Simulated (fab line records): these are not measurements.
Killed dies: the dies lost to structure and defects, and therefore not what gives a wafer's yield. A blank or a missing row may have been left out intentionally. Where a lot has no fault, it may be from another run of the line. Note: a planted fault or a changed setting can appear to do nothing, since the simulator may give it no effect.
What tool caused it? | flow berkeley cmos170 | 39 wafers from 13 lots sampled at 5 of the route's 331 steps

WHAT EACH GAUGE READ, for each wafer
UCB170_V1_THK_MEAS_01.
lot  | measured     | on            | V1_TEOS_THK (nm)
L238 | day 7 15:55  | film metro-02 | 2023 2032 2035
L239 | day 7 15:53  | film metro-04 | 1981 2007 2005
L242 | day 8 10:58  | film metro-02 | 1991 2001 2032
L245 | day 8 11:01  | film metro-01 | 1987 2035 2014
L243 | day 8 11:07  | film metro-01 | 2011 2005 2059
L244 | day 8 11:07  | film metro-04 | 2006 2017 2041
L246 | day 9 10:51  | film metro-04 | 1987 2022 2014
L247 | day 9 10:52  | film metro-02 | 1963 2040 2009
L250 | day 9 16:02  | film metro-01 | 1985 2039 2024
L255 | day 11 02:28 | film metro-02 | 1969 2002 2006
L257 | day 11 16:06 | film metro-04 | 2026 2016 2032
L259 | day 11 16:19 | film metro-04 | 1986 1986 2011
L260 | day 11 16:24 | film metro-04 | 2003 1958 2048

UCB170_V2_THK_MEAS_01.
lot  | measured     | on            | V2_TEOS_THK (nm)
L238 | day 7 21:38  | film metro-02 | 1958 1998 1999
L239 | day 7 22:16  | film metro-02 | 2004 1993 2003
L242 | day 8 18:01  | film metro-02 | 1988 2024 2019
L245 | day 8 18:37  | film metro-02 | 2016 2024 2044
L243 | day 8 19:25  | film metro-02 | 1974 1981 2005
L244 | day 8 19:19  | film metro-02 | 1973 2018 2022
L246 | day 9 16:28  | film metro-03 | 1968 2007 1998
L247 | day 9 16:07  | film metro-04 | 1687 1715 1994
L250 | day 9 22:38  | film metro-04 | 1976 1992 1996
L255 | day 11 08:00 | film metro-03 | 1979 1969 2005
L257 | day 11 22:32 | film metro-02 | 1982 2016 2032
L259 | day 11 22:42 | film metro-04 | 1989 1972 2025
L260 | day 11 23:15 | film metro-02 | 1994 1979 2012

WHAT TOOL EACH LOT RAN ON (gives the tool, then ch and the chambers of the sampled wafers, and finally the start)
lot  | UCB170_V1_CVD_00                | UCB170_V1_STRIP_15                   | UCB170_V2_CVD_00
L238 | pecvd-03 ch 0,1,2, day 7 15:44  | plasma asher-03 ch 0,1, day 7 18:41  | pecvd-04 ch 1,2, day 7 21:28
L239 | pecvd-01 ch 0,1,2, day 7 15:44  | plasma asher-01 ch 0,1, day 7 18:43  | pecvd-02 ch 0,1,2, day 7 22:06
L242 | pecvd-03 ch 1,2, day 8 10:48    | plasma asher-03 ch 0, day 8 13:35    | pecvd-01 ch 1,2, day 8 17:46
L245 | pecvd-04 ch 0,1,2, day 8 10:48  | plasma asher-01 ch 0,1, day 8 13:44  | pecvd-02 ch 0,1, day 8 18:26
L243 | pecvd-03 ch 0,1, day 8 10:57    | plasma asher-01 ch 1, day 8 14:08    | pecvd-02 ch 0,1,2, day 8 19:15
L244 | pecvd-04 ch 1,2, day 8 10:57    | plasma asher-01 ch 0,1, day 8 13:52  | pecvd-01 ch 1,2, day 8 19:04
L246 | pecvd-03 ch 0,1, day 9 10:42    | plasma asher-01 ch 1, day 9 13:23    | pecvd-01 ch 0,1, day 9 16:19
L247 | pecvd-01 ch 0,1,2, day 9 10:42  | plasma asher-02 ch 0,1, day 9 13:07  | pecvd-02 ch 0,1, day 9 15:57
L250 | pecvd-01 ch 0,1,2, day 9 15:53  | plasma asher-01 ch 1, day 9 18:25    | pecvd-01 ch 0,1,2, day 9 22:29
L255 | pecvd-01 ch 0,1,2, day 11 02:18 | plasma asher-02 ch 0,1, day 11 04:49 | pecvd-01 ch 0,1, day 11 07:51
L257 | pecvd-01 ch 0,1,2, day 11 15:56 | plasma asher-02 ch 0,1, day 11 18:35 | pecvd-01 ch 0,1,2, day 11 22:22
L259 | pecvd-01 ch 0,1, day 11 16:05   | plasma asher-03 ch 0, day 11 18:52   | pecvd-04 ch 0,1, day 11 22:32
L260 | pecvd-04 ch 0,1,2, day 11 16:15 | plasma asher-03 ch 0,1, day 11 19:03 | pecvd-01 ch 1,2, day 11 23:05
- UCB170_V1_CVD_00: deposits SiO2 from TEOS/O2, target thk 2000 nm, time 250 s.
- UCB170_V1_STRIP_15: strips in O2.
- UCB170_V2_CVD_00: deposits SiO2 from TEOS/O2, target thk 2000 nm, time 250 s.

AS READ BY THE TOOLS THEMSELVES (means over the sampled wafers that have a number; for cases with no such wafer, the mark the record gives instead)
UCB170_V1_CVD_00.
lot  | tool     | heater power w (W) | rf fwd power W (W)
L238 | pecvd-03 | 248                | 548.6
L239 | pecvd-01 | 277                | 549.6
L242 | pecvd-03 | 319                | 546.3
L245 | pecvd-04 | 215                | 545.7
L243 | pecvd-03 | 256                | 549.0
L244 | pecvd-04 | 209                | 548.2
L246 | pecvd-03 | 247                | 548.0
L247 | pecvd-01 | 238                | 548.2
L250 | pecvd-01 | 245                | 548.7
L255 | pecvd-01 | 286                | 548.8
L257 | pecvd-01 | 275                | 549.7
L259 | pecvd-01 | 285                | 548.5
L260 | pecvd-04 | 242                | 548.9

UCB170_V1_STRIP_15.
lot  | tool            | drypump motor current A (A) | oes product au (a.u.) | strip time to endpoint s (s)
L238 | plasma asher-03 | 6.0                         | 0.723                 | 15.33
L239 | plasma asher-01 | 6.2                         | 0.722                 | 15.21
L242 | plasma asher-03 | 6.4                         | 0.717                 | 15.30
L245 | plasma asher-01 | 5.9                         | 0.721                 | 15.34
L243 | plasma asher-01 | 5.7                         | 0.722                 | 15.32
L244 | plasma asher-01 | 5.9                         | 0.720                 | 15.37
L246 | plasma asher-01 | 5.7                         | 0.721                 | 15.32
L247 | plasma asher-02 | 5.5                         | 0.724                 | 15.26
L250 | plasma asher-01 | 5.7                         | 0.723                 | 15.24
L255 | plasma asher-02 | 5.4                         | 0.715                 | 15.47
L257 | plasma asher-02 | 5.6                         | 0.727                 | 15.22
L259 | plasma asher-03 | 6.4                         | 0.724                 | 15.35
L260 | plasma asher-03 | 6.0                         | 0.721                 | 15.43

UCB170_V2_CVD_00.
lot  | tool     | heater power w (W) | rf fwd power W (W)
L238 | pecvd-04 | 228                | 548.3
L239 | pecvd-02 | 293                | 548.6
L242 | pecvd-01 | 282                | 549.4
L245 | pecvd-02 | 269                | 549.7
L243 | pecvd-02 | 266                | 547.8
L244 | pecvd-01 | 307                | 549.4
L246 | pecvd-01 | 321                | 550.4
L247 | pecvd-02 | 352                | 401.8
L250 | pecvd-01 | 267                | 548.4
L255 | pecvd-01 | 287                | 548.2
L257 | pecvd-01 | 234                | 547.9
L259 | pecvd-04 | 240                | 547.9
L260 | pecvd-01 | 263                | 548.7

THE ANSWER, worked out from the rows above alone
Rule: the lots themselves supply what counts as usual. The widest of any qualifying gaps counts: lots, ordered by their means at a reading, are off when they make up no more than a third of the lots, leave a main group of 4 or more, and stand apart from it by 3 or more times the standard deviation of that group's means. A main group is skipped when, at the precision printed for the reading in the tables above, its means are all equal. Also off: a lot with no number at a reading for which 4 or more lots have one. Any other lot the step has rows for is counted as sound. After the gauges, taken in route order, come the tools' own readings; for these a lot's mean is taken, as printed above. At the first step where some lot is off, the reading lying furthest off is the one used; lots without a number count as furthest.
Off: L247, seen at UCB170_V2_THK_MEAS_01 (V2_TEOS_THK). The main group has a mean of 1998 nm with a standard deviation of 13.
A tool fits if, at a process step before that reading, it ran every lot that is off, and no sound lot after the first of them. Not tried: the gauges at UCB170_V2_THK_MEAS_01; whatever is off there is also off at UCB170_V2_CVD_00, on other tools, and gauge error can't account for it. One candidate fits, namely pecvd-02 at UCB170_V2_CVD_00. A fault onset in the window from L243 (day 8 19:15, its last sound lot) to L247 (day 9 15:57, its first lot off) fits.
The tool's own readings at UCB170_V2_CVD_00 bear it out: on the lots that are off they differ by more than 5 times the standard deviation of the sound lots' means. rf fwd power W reads 401.8 W there against 548.7 W on the sound lots.

WHAT WAS PUT IN BY THE SIMULATOR
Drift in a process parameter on pecvd-02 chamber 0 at UCB170_V2_CVD_00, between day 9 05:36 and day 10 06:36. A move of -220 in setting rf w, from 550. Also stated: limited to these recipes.
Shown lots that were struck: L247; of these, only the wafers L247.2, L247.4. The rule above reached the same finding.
